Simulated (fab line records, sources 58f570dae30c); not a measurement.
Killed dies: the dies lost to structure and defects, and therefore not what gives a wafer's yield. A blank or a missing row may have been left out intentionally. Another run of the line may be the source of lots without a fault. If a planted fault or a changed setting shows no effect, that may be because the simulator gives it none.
fab line records	flow berkeley-cmos170
record lots=24	wafers=72	last-day=12
route steps=331 shown NWELL@26 PWELL@40 V2@306
lots with no fault: from the same line, run without faults
start-h: the number of hours between the record's first day and the start of the first shown wafer of the lot	wait-h: time in hours since the lot's previous step	" repeats the value in the row above	L1.1+2: several wafers, shown together as one row	- no value present, or no start provided	* or withheld: withheld	< > ~ a bound
route shown NAME@n: NAME is a module with steps in the file, n the number in the route of the first one	usual: mean/standard deviation of fault-free wafers	same: alike in all rows	chamber/n: place in a boat	sites: readings site by site	_std_site: their standard deviation	_edge_site: inner sites' mean taken away from outer sites' mean	radius-mm: how far each site lies from the wafer's centre	mask NAME#n: copy n	behind: tool/chamber where the wafer was last shaped	hold: what put the lot on hold/how long, in hours/how the hold closed	device: transistor that didn't switch, given as n, p or np	end of line: tests of these same wafers at the route's end	step lacking rows: just its recipe	killed: dies lost to structure and defects at the first sort, not the wafer's yield	map: dies across one wafer; x = killed, . = not, _ = none there
set.NAME: the setting the step ran with; set.NAME@STEP: the setting that earlier step ran with	model.NAME: the simulator's own value behind a step, which no gauge read
route steps across a sampled set of lots; one table per step, one row per wafer
services: when a tool's chamber went out of use (start-h, in hours from the record's first day, below 0 if earlier), for how many hours, and the reason
## steps
# step UCB170_NWELL_OVL_MEAS_12
# usual NWELL_OVL=0/6
lot.wafer	tool	chamber	start-h	wait-h	NWELL_OVL[nm]
L074.2	overlay-02	-	30.23	-	-3
L074.5	"	-	"	"	10
L074.6	"	-	"	"	-3
L075.2	overlay-02	-	32.98	-	-4
L075.4	"	-	"	"	-4
L075.5	"	-	"	"	0
L076.1	overlay-01	-	40.69	-	2
L076.2	"	-	"	"	0
L076.6	"	-	"	"	5
L077.4	overlay-02	-	45.44	-	9
L077.5	"	-	"	"	5
L077.6	"	-	"	"	9
L078.1	overlay-02	-	55.10	-	-4
L078.2	"	-	"	"	-2
L078.3	"	-	"	"	-5
L080.3	overlay-02	-	60.87	-	-7
L080.4	"	-	"	"	-6
L080.5	"	-	"	"	-9
L079.2	overlay-02	-	61.00	-	-1
L079.3	"	-	"	"	-5
L079.6	"	-	"	"	-3
L081.3	overlay-02	-	74.95	-	4
L081.5	"	-	"	"	-1
L081.6	"	-	"	"	10
L082.1	overlay-01	-	75.17	-	-5
L082.5	"	-	"	"	-7
L082.6	"	-	"	"	0
L083.2	overlay-01	-	87.65	-	2
L083.3	"	-	"	"	7
L083.6	"	-	"	"	3
L084.1	overlay-01	-	94.61	-	0
L084.5	"	-	"	"	4
L084.6	"	-	"	"	-1
L086.3	overlay-02	-	94.86	-	-3
L086.4	"	-	"	"	3
L086.6	"	-	"	"	5
L085.1	overlay-01	-	94.97	-	14
L085.3	"	-	"	"	16
L085.5	"	-	"	"	19
L087.3	overlay-02	-	109.90	-	3
L087.5	"	-	"	"	4
L087.6	"	-	"	"	-5
L088.2	overlay-01	-	109.96	-	-6
L088.3	"	-	"	"	-5
L088.6	"	-	"	"	-4
L089.1	overlay-01	-	113.93	-	-3
L089.2	"	-	"	"	4
L089.3	"	-	"	"	0
L090.2	overlay-02	-	119.73	-	3
L090.4	"	-	"	"	3
L090.6	"	-	"	"	7
L091.3	overlay-01	-	119.98	-	-3
L091.5	"	-	"	"	5
L091.6	"	-	"	"	-2
L092.4	overlay-02	-	123.89	-	-1
L092.5	"	-	"	"	-1
L092.6	"	-	"	"	-3
L093.1	overlay-01	-	123.90	-	1
L093.2	"	-	"	"	-6
L093.5	"	-	"	"	-1
L094.2	overlay-02	-	133.21	-	-8
L094.4	"	-	"	"	-9
L094.5	"	-	"	"	-4
L095.3	overlay-01	-	133.49	-	6
L095.5	"	-	"	"	3
L095.6	"	-	"	"	11
L097.1	overlay-01	-	143.50	-	-17
L097.2	"	-	"	"	0
L097.3	"	-	"	"	-9
L096.1	overlay-01	-	143.84	-	-9
L096.3	"	-	"	"	-5
L096.4	"	-	"	"	-1
# step UCB170_NWELL_STRIP_15
# recipe chemistry=O2	power-w=400	pressure-mtorr=3500	platen-temp-c=withheld	o2-flow-sccm=400	overash-fraction=0.5
# usual drypump-motor-current-A=5.43/0.24	oes-product-au=0.721/0.0049	strip-time-to-endpoint-s=18.02/0.089
lot.wafer	tool	chamber	start-h	wait-h	drypump-motor-current-A	oes-product-au	rf-hours-counter-h	strip-time-to-endpoint-s
L074.2	plasma-asher-04	0	30.51	0.1	5.35	0.715	32	17.99
L074.5	"	0	"	"	5.34	0.708	-	17.97
L074.6	"	1	"	"	4.97	0.721	-	18.02
L075.2	plasma-asher-03	1	33.26	0.1	5.53	0.716	33	17.87
L075.4	"	0	"	"	5.73	0.726	-	17.95
L075.5	"	1	"	"	5.50	0.719	-	17.88
L076.1	plasma-asher-02	1	40.98	0.1	5.40	0.726	25	18.07
L076.2	"	0	"	"	5.50	0.713	25	18.08
L076.6	"	0	"	"	5.49	0.721	-	18.09
L077.4	plasma-asher-04	0	45.74	0.1	5.32	0.713	-	18.10
L077.5	"	1	"	"	4.98	0.734	-	17.98
L077.6	"	0	"	"	5.34	0.720	-	18.06
L078.1	plasma-asher-02	0	55.38	0.1	5.51	0.726	26	17.90
L078.2	"	1	"	"	5.41	0.717	26	18.01
L078.3	"	0	"	"	5.50	0.728	-	17.96
L080.3	plasma-asher-03	1	61.18	0.1	5.51	0.715	-	18.05
L080.4	"	0	"	"	5.75	0.720	-	18.08
L080.5	"	1	"	"	5.54	0.715	-	18.08
L079.2	plasma-asher-04	1	61.28	0.1	5.03	0.715	36	18.05
L079.3	"	0	"	"	5.33	0.727	-	18.02
L079.6	"	0	"	"	5.33	0.717	-	18.02
L081.3	plasma-asher-03	0	75.26	0.1	5.71	0.718	-	18.04
L081.5	"	1	"	"	5.53	0.719	-	17.97
L081.6	"	0	"	"	5.70	0.723	-	18.01
L082.1	plasma-asher-04	1	75.45	0.1	4.98	0.718	38	17.96
L082.5	"	1	"	"	4.98	0.714	-	17.89
L082.6	"	0	"	"	5.35	0.723	-	18.02
L083.2	plasma-asher-03	1	87.93	0.1	5.53	0.715	39	18.07
L083.3	"	0	"	"	5.71	0.730	-	18.15
L083.6	"	1	"	"	5.52	0.721	-	18.19
L084.1	plasma-asher-02	0	94.90	0.1	5.49	0.715	29	18.00
L084.5	"	1	"	"	5.39	0.713	-	18.07
L084.6	"	0	"	"	5.49	0.725	-	17.97
L086.3	plasma-asher-04	0	95.17	0.1	5.34	0.723	-	18.01
L086.4	"	1	"	"	5.04	0.723	-	17.89
L086.6	"	0	"	"	5.35	0.715	-	17.96
L085.1	plasma-asher-03	1	95.26	0.1	5.52	0.722	39	18.05
L085.3	"	1	"	"	5.51	0.726	-	18.02
L085.5	"	0	"	"	5.74	0.720	-	18.09
L087.3	plasma-asher-03	1	110.21	0.1	5.52	0.712	-	18.05
L087.5	"	1	"	"	5.53	0.728	-	18.11
L087.6	"	0	"	"	5.73	0.726	-	18.02
L088.2	plasma-asher-04	1	110.24	0.1	5.00	0.726	41	18.05
L088.3	"	0	"	"	5.34	0.725	-	17.91
L088.6	"	1	"	"	5.01	0.719	-	18.02
L089.1	plasma-asher-03	1	114.22	0.1	5.52	0.722	41	18.05
L089.2	"	0	"	"	5.72	0.724	41	18.09
L089.3	"	0	"	"	5.73	0.725	-	18.05
L090.2	plasma-asher-03	1	120.02	0.1	5.52	0.731	42	18.05
L090.4	"	1	"	"	5.56	0.720	-	18.06
L090.6	"	1	"	"	5.55	0.716	-	17.94
L091.3	plasma-asher-02	0	120.29	0.1	5.50	0.721	-	17.83
L091.5	"	0	"	"	5.51	0.720	-	17.86
L091.6	"	1	"	"	5.38	0.717	-	17.79
L093.1	plasma-asher-03	0	124.19	0.1	5.72	0.722	42	18.04
L093.2	"	1	"	"	5.53	0.729	42	18.08
L093.5	"	0	"	"	5.72	0.724	-	17.98
L092.4	plasma-asher-02	0	124.19	0.1	5.49	0.718	-	18.04
L092.5	"	0	"	"	5.51	0.720	-	18.09
L092.6	"	1	"	"	5.40	0.724	-	18.07
L094.2	plasma-asher-03	0	133.49	0.1	5.74	0.724	43	18.08
L094.4	"	0	"	"	5.72	0.724	-	18.03
L094.5	"	1	"	"	5.54	0.718	-	18.10
L095.3	plasma-asher-02	1	133.80	0.1	5.43	0.716	-	17.98
L095.5	"	1	"	"	5.42	0.724	-	18.00
L095.6	"	0	"	"	5.50	0.720	-	17.95
L097.1	plasma-asher-04	0	143.78	0.1	5.36	0.725	45	17.98
L097.2	"	1	"	"	4.96	0.721	45	18.05
L097.3	"	0	"	"	5.34	0.729	-	17.91
L096.1	plasma-asher-04	1	144.13	0.1	4.98	0.719	45	18.02
L096.3	"	1	"	"	4.99	0.721	-	18.00
L096.4	"	0	"	"	5.34	0.715	-	17.87
# step UCB170_NWELL_TW_MEAS_16
# usual NWELL_TW=1252/16
lot.wafer	tool	chamber	start-h	wait-h	NWELL_TW
L074.2	film-metro-02	-	30.62	0.1	1241
L074.5	"	-	"	"	1242
L074.6	"	-	"	"	1246
L075.2	film-metro-04	-	33.37	0.1	1262
L075.4	"	-	"	"	1276
L075.5	"	-	"	"	1270
L076.1	film-metro-01	-	41.08	0.1	1242
L076.2	"	-	"	"	1235
L076.6	"	-	"	"	1240
L077.4	film-metro-01	-	45.84	0.1	1244
L077.5	"	-	"	"	1247
L077.6	"	-	"	"	1241
L078.1	film-metro-04	-	55.48	0.1	1268
L078.2	"	-	"	"	1269
L078.3	"	-	"	"	1272
L080.3	film-metro-04	-	61.26	0.1	1272
L080.4	"	-	"	"	1271
L080.5	"	-	"	"	1279
L079.2	film-metro-02	-	61.39	0.1	1246
L079.3	"	-	"	"	1242
L079.6	"	-	"	"	1243
L081.3	film-metro-02	-	75.35	0.1	1237
L081.5	"	-	"	"	1243
L081.6	"	-	"	"	1244
L082.1	film-metro-04	-	75.55	0.1	1274
L082.5	"	-	"	"	1278
L082.6	"	-	"	"	1286
L083.2	film-metro-01	-	88.04	0.1	1238
L083.3	"	-	"	"	1238
L083.6	"	-	"	"	1242
L084.1	film-metro-01	-	95.00	0.1	1237
L084.5	"	-	"	"	1243
L084.6	"	-	"	"	1240
L086.3	film-metro-04	-	95.26	0.1	1281
L086.4	"	-	"	"	1285
L086.6	"	-	"	"	1285
L085.1	film-metro-01	-	95.36	0.1	1234
L085.3	"	-	"	"	1236
L085.5	"	-	"	"	1238
L087.3	film-metro-02	-	110.29	0.1	1244
L087.5	"	-	"	"	1251
L087.6	"	-	"	"	1247
L088.2	film-metro-01	-	110.35	0.1	1248
L088.3	"	-	"	"	1246
L088.6	"	-	"	"	1246
L089.1	film-metro-02	-	114.32	0.1	1243
L089.2	"	-	"	"	1244
L089.3	"	-	"	"	1250
L090.2	film-metro-02	-	120.13	0.1	1255
L090.4	"	-	"	"	1245
L090.6	"	-	"	"	1245
L091.3	film-metro-01	-	120.38	0.1	1241
L091.5	"	-	"	"	1234
L091.6	"	-	"	"	1242
L092.4	film-metro-02	-	124.29	0.1	1250
L092.5	"	-	"	"	1247
L092.6	"	-	"	"	1247
L093.1	film-metro-01	-	124.29	0.1	1239
L093.2	"	-	"	"	1238
L093.5	"	-	"	"	1244
L094.2	film-metro-04	-	133.60	0.1	1273
L094.4	"	-	"	"	1279
L094.5	"	-	"	"	1274
L095.3	film-metro-01	-	133.89	0.1	1237
L095.5	"	-	"	"	1241
L095.6	"	-	"	"	1236
L097.1	film-metro-02	-	143.88	0.1	1255
L097.2	"	-	"	"	1254
L097.3	"	-	"	"	1252
L096.1	film-metro-04	-	144.28	0.1	1274
L096.3	"	-	"	"	1280
L096.4	"	-	"	"	1276
# step UCB170_PWELL_THK_MEAS_06
# recipe reads=Si3N4_of_PWELL_CVD_05
# usual PWELL_NITRIDE_THK=225.0/2.6
lot.wafer	tool	chamber	start-h	wait-h	PWELL_NITRIDE_THK[nm]
L074.2	film-metro-02	-	49.40	0.0	224.7
L074.5	"	-	"	"	225.9
L074.6	"	-	"	"	224.8
L076.1	film-metro-02	-	53.71	0.0	224.1
L076.2	"	-	"	"	221.3
L076.6	"	-	"	"	225.4
L075.2	film-metro-04	-	53.72	0.0	221.1
L075.4	"	-	"	"	221.3
L075.5	"	-	"	"	220.0
L077.4	film-metro-03	-	63.00	0.0	229.8
L077.5	"	-	"	"	231.6
L077.6	"	-	"	"	230.4
L078.1	film-metro-04	-	70.91	0.0	224.8
L078.2	"	-	"	"	224.9
L078.3	"	-	"	"	223.9
L080.3	film-metro-02	-	76.51	0.0	229.4
L080.4	"	-	"	"	229.0
L080.5	"	-	"	"	229.6
L079.2	film-metro-04	-	76.52	0.1	227.1
L079.3	"	-	"	"	227.4
L079.6	"	-	"	"	224.2
L082.1	film-metro-04	-	99.63	0.0	223.3
L082.5	"	-	"	"	221.2
L082.6	"	-	"	"	220.7
L081.3	film-metro-02	-	99.65	0.0	226.9
L081.5	"	-	"	"	224.6
L081.6	"	-	"	"	224.2
L083.2	film-metro-02	-	110.84	0.0	222.7
L083.3	"	-	"	"	222.8
L083.6	"	-	"	"	220.2
L084.1	film-metro-02	-	114.82	0.0	226.1
L084.5	"	-	"	"	223.8
L084.6	"	-	"	"	225.9
L085.1	film-metro-03	-	114.82	0.0	224.8
L085.3	"	-	"	"	225.4
L085.5	"	-	"	"	225.1
L086.3	film-metro-04	-	114.84	0.0	221.0
L086.4	"	-	"	"	222.3
L086.6	"	-	"	"	222.5
L089.1	film-metro-04	-	127.20	0.0	224.2
L089.2	"	-	"	"	224.0
L089.3	"	-	"	"	224.5
L088.2	film-metro-03	-	127.21	0.0	222.3
L088.3	"	-	"	"	220.2
L088.6	"	-	"	"	220.4
L087.3	film-metro-02	-	127.22	0.0	220.6
L087.5	"	-	"	"	222.7
L087.6	"	-	"	"	222.7
L090.2	film-metro-02	-	133.55	0.0	225.9
L090.4	"	-	"	"	226.9
L090.6	"	-	"	"	226.9
L091.3	film-metro-03	-	133.56	0.0	228.2
L091.5	"	-	"	"	226.3
L091.6	"	-	"	"	228.2
L093.1	film-metro-03	-	140.05	0.0	226.7
L093.2	"	-	"	"	225.1
L093.5	"	-	"	"	229.0
L092.4	film-metro-02	-	140.08	0.0	228.2
L092.5	"	-	"	"	227.3
L092.6	"	-	"	"	228.2
L094.2	film-metro-03	-	147.41	0.0	226.4
L094.4	"	-	"	"	224.5
L094.5	"	-	"	"	225.7
L095.3	film-metro-02	-	147.42	0.0	226.5
L095.5	"	-	"	"	225.3
L095.6	"	-	"	"	224.1
L097.1	film-metro-03	-	159.42	0.0	224.2
L097.2	"	-	"	"	225.7
L097.3	"	-	"	"	225.6
L096.1	film-metro-03	-	161.33	0.0	225.6
L096.3	"	-	"	"	225.1
L096.4	"	-	"	"	225.4
# step UCB170_V2_ETCH_14
# recipe chemistry=CHF3/CF4/Ar	target=SiO2	stop-on=Al	CHF3_flow_sccm=45	cf4-flow-sccm=15	Ar_flow_sccm=150	pressure-mtorr=200	rf-w=700	target-depth-a=12500	over-etch-frac=0.25	time-s=291
# usual drypump-motor-current-A=5.7/0.41	oes-product-au=0.874/0.013	throttle-valve-pct=6.93/0.096
lot.wafer	tool	chamber	start-h	wait-h	drypump-motor-current-A	oes-product-au	rf-hours-counter-h	throttle-valve-pct
L074.2	rie-diel-01	0	173.68	0.0	5.5	0.876	27	6.94
L074.5	"	2	"	"	5.9	0.901	-	6.91
L074.6	"	3	"	"	5.3	0.877	-	6.83
L076.1	rie-diel-04	0	173.80	0.0	6.4	0.867	142	6.84
L076.2	"	3	"	"	5.5	0.890	143	6.98
L076.6	"	2	"	"	5.8	0.877	-	7.06
L075.2	rie-diel-04	1	186.12	0.0	5.5	0.863	3	6.75
L075.4	"	0	"	"	6.3	0.868	142	6.85
L075.5	"	2	"	"	5.8	0.883	-	7.06
L077.4	rie-diel-01	1	186.31	0.0	4.8	0.867	0	7.05
L077.5	"	0	"	"	5.5	0.881	-	6.92
L077.6	"	3	"	"	5.3	0.877	-	6.82
L078.1	rie-diel-04	0	199.64	0.0	6.3	0.871	143	6.86
L078.2	"	2	"	"	5.8	0.881	6	7.05
L078.3	"	3	"	"	5.5	0.889	144	6.97
L080.3	rie-diel-01	2	199.97	0.0	5.9	0.899	127	6.90
L080.4	"	0	"	"	5.5	0.882	28	6.93
L080.5	"	0	"	"	5.5	0.884	-	6.93
L079.2	rie-diel-03	1	205.07	0.0	5.8	0.852	101	6.84
L079.3	"	2	"	"	6.4	0.852	80	6.78
L079.6	"	1	"	"	5.8	0.849	-	6.85
L081.3	rie-diel-04	1	219.82	0.0	5.4	0.870	4	6.74
L081.5	"	1	"	"	5.4	0.872	-	6.76
L081.6	"	2	"	"	5.8	0.885	-	7.05
L082.1	rie-diel-03	3	220.70	0.0	5.2	0.890	19	7.05
L082.5	"	3	"	"	5.2	0.883	-	7.04
L082.6	"	0	"	"	5.7	0.865	-	6.96
L085.1	rie-diel-04	0	236.16	0.0	6.3	0.872	145	6.85
L085.3	"	2	"	"	5.8	0.880	-	7.05
L085.5	"	2	"	"	5.9	0.890	-	7.06
L086.3	rie-diel-04	2	240.30	0.1	5.8	0.882	-	7.07
L086.4	"	0	"	"	6.3	0.873	-	6.86
L086.6	"	0	"	"	6.3	0.869	-	6.86
L084.1	rie-diel-01	3	240.64	0.0	5.4	0.868	61	6.82
L084.5	"	0	"	"	5.5	0.893	-	6.94
L084.6	"	1	"	"	4.8	0.869	-	7.04
L083.2	rie-diel-04	0	240.92	0.0	6.3	0.874	146	6.86
L083.3	"	2	"	"	5.8	0.883	-	7.06
L083.6	"	0	"	"	6.3	0.876	-	6.86
L087.3	rie-diel-01	1	247.97	0.0	4.8	0.878	3	7.04
L087.5	"	3	"	"	5.4	0.863	-	6.83
L087.6	"	0	"	"	5.5	0.883	-	6.93
L090.2	rie-diel-01	0	248.79	0.0	5.5	0.881	31	6.94
L090.4	"	1	"	"	4.8	0.865	3	7.04
L090.6	"	1	"	"	4.8	0.876	-	7.03
L088.2	rie-diel-03	0	249.07	0.0	5.6	0.868	53	6.98
L088.3	"	2	"	"	6.4	0.860	82	6.77
L088.6	"	2	"	"	6.4	0.854	-	6.78
L089.1	rie-diel-03	0	249.34	0.0	5.7	0.870	53	6.96
L089.2	"	1	"	"	5.8	0.848	104	6.85
L089.3	"	2	"	"	6.4	0.856	82	6.79
L091.3	rie-diel-03	0	250.07	0.0	5.7	0.864	53	6.98
L091.5	"	0	"	"	5.7	0.868	-	6.97
L091.6	"	3	"	"	5.2	0.881	-	7.05
L093.1	rie-diel-04	0	270.28	0.0	6.3	0.875	148	6.88
L093.2	"	3	"	"	5.5	0.860	1	6.97
L093.5	"	2	"	"	5.8	0.879	-	7.05
L092.4	rie-diel-01	3	270.64	0.0	5.3	0.874	63	6.82
L092.5	"	0	"	"	5.5	0.879	-	6.93
L092.6	"	3	"	"	5.3	0.873	-	6.84
L094.2	rie-diel-03	1	271.30	0.0	5.8	0.851	105	6.85
L094.4	"	2	"	"	6.4	0.862	83	6.77
L094.5	"	2	"	"	6.4	0.853	-	6.78
L097.1	rie-diel-04	2	276.43	0.0	5.9	0.876	11	7.05
L097.2	"	3	"	"	5.5	0.853	1	6.96
L097.3	"	0	"	"	6.3	0.875	148	6.86
L095.3	rie-diel-03	0	276.91	0.0	5.7	0.863	55	6.96
L095.5	"	0	"	"	5.7	0.868	-	6.96
L095.6	"	3	"	"	5.2	0.871	-	7.06
L096.1	rie-diel-04	0	286.81	0.0	6.3	0.869	149	6.85
L096.3	"	2	"	"	5.8	0.884	12	7.05
L096.4	"	3	"	"	5.5	0.865	-	6.96
# step UCB170_V2_STRIP_15
# recipe chemistry=O2	power-w=400	pressure-mtorr=3500	platen-temp-c=withheld	o2-flow-sccm=400	overash-fraction=0.5
# usual drypump-motor-current-A=5.39/0.23	oes-product-au=0.722/0.0047	strip-time-to-endpoint-s=15.33/0.12
lot.wafer	tool	chamber	start-h	wait-h	drypump-motor-current-A	oes-product-au	rf-hours-counter-h	strip-time-to-endpoint-s
L074.2	plasma-asher-02	0	173.86	0.1	5.49	0.723	37	15.49
L074.5	"	0	"	"	5.50	0.723	-	15.34
L074.6	"	1	"	"	5.41	0.723	-	15.46
L076.1	plasma-asher-04	0	173.98	0.1	5.33	0.725	49	15.29
L076.2	"	1	"	"	4.99	0.722	49	15.34
L076.6	"	1	"	"	4.99	0.723	-	15.29
L075.2	plasma-asher-02	0	186.29	0.1	5.51	0.717	39	15.42
L075.4	"	0	"	"	5.52	0.716	-	15.17
L075.5	"	0	"	"	5.52	0.726	-	15.28
L077.4	plasma-asher-04	0	186.52	0.1	5.34	0.722	-	15.26
L077.5	"	1	"	"	5.00	0.722	-	15.31
L077.6	"	0	"	"	5.35	0.718	-	15.20
L078.1	plasma-asher-04	0	199.81	0.1	5.34	0.720	52	15.26
L078.2	"	1	"	"	5.01	0.718	52	15.21
L078.3	"	1	"	"	4.97	0.723	-	15.29
L080.3	plasma-asher-02	0	200.18	0.1	5.51	0.725	-	15.46
L080.4	"	1	"	"	5.42	0.730	-	15.48
L080.5	"	1	"	"	5.43	0.714	-	15.54
L079.2	plasma-asher-04	0	205.25	0.1	5.35	0.720	53	15.31
L079.3	"	1	"	"	5.00	0.723	-	15.35
L079.6	"	1	"	"	4.98	0.726	-	15.32
L081.3	plasma-asher-03	1	220.04	0.1	5.60	0.720	-	15.48
L081.5	"	0	"	"	5.71	0.719	-	15.51
L081.6	"	1	"	"	5.54	0.723	-	15.15
L082.1	plasma-asher-02	0	220.88	0.1	5.52	0.732	43	15.49
L082.5	"	0	"	"	5.51	0.732	-	15.48
L082.6	"	1	"	"	5.42	0.721	-	15.33
L085.1	plasma-asher-04	0	236.42	0.2	5.34	0.723	57	15.28
L085.3	"	0	"	"	5.33	0.718	-	14.95
L085.5	"	1	"	"	4.97	0.723	-	15.03
L086.3	plasma-asher-04	1	240.51	0.1	5.01	0.717	-	15.26
L086.4	"	0	"	"	5.34	0.716	-	15.37
L086.6	"	1	"	"	4.98	0.724	-	15.33
L084.1	plasma-asher-02	0	240.82	0.1	5.50	0.718	45	15.31
L084.5	"	0	"	"	5.51	0.726	-	15.35
L084.6	"	1	"	"	5.42	0.719	-	15.28
L083.2	plasma-asher-04	0	241.19	0.2	5.35	0.719	57	15.19
L083.3	"	0	"	"	5.35	0.713	-	15.10
L083.6	"	1	"	"	4.96	0.717	-	15.23
L087.3	plasma-asher-03	0	248.18	0.1	5.76	0.719	-	15.33
L087.5	"	0	"	"	5.76	0.716	-	15.35
L087.6	"	1	"	"	5.51	0.715	-	15.37
L090.2	plasma-asher-04	0	248.97	0.1	5.33	0.721	59	15.33
L090.4	"	0	"	"	5.33	0.722	-	15.28
L090.6	"	0	"	"	5.34	0.714	-	15.21
L088.2	plasma-asher-03	0	249.24	0.1	5.72	0.715	55	15.31
L088.3	"	1	"	"	5.57	0.715	-	15.27
L088.6	"	0	"	"	5.73	0.714	-	15.25
L089.1	plasma-asher-04	0	249.52	0.1	5.33	0.719	59	15.28
L089.2	"	1	"	"	4.98	0.723	59	15.35
L089.3	"	0	"	"	5.33	0.722	-	15.28
L091.3	plasma-asher-03	0	250.28	0.1	5.72	0.730	-	15.24
L091.5	"	1	"	"	5.57	0.724	-	15.30
L091.6	"	0	"	"	5.73	0.721	-	15.43
L093.1	plasma-asher-02	1	270.46	0.1	5.38	0.722	49	15.41
L093.2	"	0	"	"	5.49	0.719	49	15.67
L093.5	"	0	"	"	5.49	0.732	-	15.39
L092.4	plasma-asher-03	0	270.85	0.1	5.74	0.728	-	15.31
L092.5	"	1	"	"	5.52	0.731	-	15.36
L092.6	"	0	"	"	5.72	0.724	-	15.38
L094.2	plasma-asher-02	1	271.47	0.1	5.45	0.723	49	15.43
L094.4	"	1	"	"	5.42	0.724	-	15.33
L094.5	"	1	"	"	5.42	0.724	-	15.28
L097.1	plasma-asher-03	1	276.61	0.1	5.56	0.721	58	15.21
L097.2	"	0	"	"	5.72	0.720	58	15.50
L097.3	"	0	"	"	5.72	0.719	-	15.29
L095.3	plasma-asher-02	0	277.12	0.1	5.50	0.717	-	15.23
L095.5	"	0	"	"	5.53	0.716	-	15.30
L095.6	"	1	"	"	5.42	0.722	-	15.43
L096.1	plasma-asher-02	0	286.99	0.1	5.50	0.725	51	15.30
L096.3	"	1	"	"	5.40	0.720	-	15.21
L096.4	"	0	"	"	5.53	0.721	-	15.47
## services
tool	chamber	start-h	hours	kind
rie-diel-03	0	7.58	7.6	repair
rie-diel-01	0	38.91	10.7	repair
plasma-asher-02	-	41.11	8.3	repair
rie-diel-04	2	47.47	-	clean
rie-diel-01	0	55.76	7.9	repair
rie-diel-01	0	73.66	5.8	repair
rie-diel-03	1	73.71	2.8	repair
rie-diel-03	3	74.03	19.3	repair
rie-diel-03	0	75.40	2.8	repair
rie-diel-04	1	87.32	1.6	repair
rie-diel-03	3	95.68	9.5	repair
plasma-asher-02	-	102.76	2.8	pm
rie-diel-04	3	118.32	3.7	repair
rie-diel-04	2	155.25	5.1	repair
plasma-asher-02	-	166.49	4.4	repair
plasma-asher-03	-	171.33	14.6	pm
rie-diel-04	3	214.38	3.5	repair
plasma-asher-02	-	241.06	1.0	repair
rie-diel-04	-	247.44	2.8	pm
plasma-asher-03	-	252.04	6.8	repair
plasma-asher-02	-	255.36	2.5	repair
plasma-asher-04	-	274.05	4.3	pm
rie-diel-03	2	276.70	8.7	repair
plasma-asher-04	-	286.01	2.8	pm
## key
fault none
